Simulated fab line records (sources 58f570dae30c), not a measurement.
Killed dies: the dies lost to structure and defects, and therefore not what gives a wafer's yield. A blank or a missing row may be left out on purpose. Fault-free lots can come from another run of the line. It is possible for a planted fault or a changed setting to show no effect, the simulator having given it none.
Matching of chambers || flow berkeley_cmos170 || UCB170_M1_ETCH_11 on rie_diel-03: 4 sister chambers
The step etches BARC in N2/H2. 4 wafers are shown with their chamber, then 7 later ones without.

WAFERS PAIRED WITH THEIR CHAMBERS
{"wafer": "L262.3", "chamber": 1, "throttle_valve_pct (%)": 13.27}
{"wafer": "L263.5", "chamber": 0, "throttle_valve_pct (%)": 13.42}
{"wafer": "L265.1", "chamber": 2, "throttle_valve_pct (%)": 13.41}
{"wafer": "L265.4", "chamber": 3, "throttle_valve_pct (%)": 13.23}

WAFERS WITHOUT THEIR CHAMBER
{"wafer": "L265.5", "throttle_valve_pct (%)": 13.24}
{"wafer": "L270.3", "throttle_valve_pct (%)": 13.39}
{"wafer": "L270.4", "throttle_valve_pct (%)": 13.22}
{"wafer": "L270.6", "throttle_valve_pct (%)": 13.43}
{"wafer": "L273.1", "throttle_valve_pct (%)": 13.23}
{"wafer": "L273.2", "throttle_valve_pct (%)": 13.41}
{"wafer": "L273.5", "throttle_valve_pct (%)": 13.23}

CHAMBER TAKEN BY EACH
{"wafer": "L265.5", "from the rows above": 3, "in truth": 3}
{"wafer": "L270.3", "from the rows above": "can't be placed: 2 or 0", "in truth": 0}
{"wafer": "L270.4", "from the rows above": 3, "in truth": 3}
{"wafer": "L270.6", "from the rows above": "can't be placed: 0 or 2", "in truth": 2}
{"wafer": "L273.1", "from the rows above": 3, "in truth": 3}
{"wafer": "L273.2", "from the rows above": "can't be placed: 2 or 0", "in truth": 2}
{"wafer": "L273.5", "from the rows above": 3, "in truth": 3}
Correctly placed: 4 of 7. Not placeable from these rows: 3 (in 3, the candidates include the true chamber). 0 placed wrongly.
How it was worked out, from the rows above alone: a wafer's distance from a chamber is the root of the sum, over the readings, of the square of ((its reading less the chamber's mean) divided by the reading's scatter). If the next closest chamber is less than 2 further off than the closest, the wafer can't be placed; otherwise it belongs to the closest. The mean given for a chamber averages the wafers shown for that chamber. The scatter: root of mean squared gap, hidden wafer to nearest shown wafer, with one shown wafer a chamber.
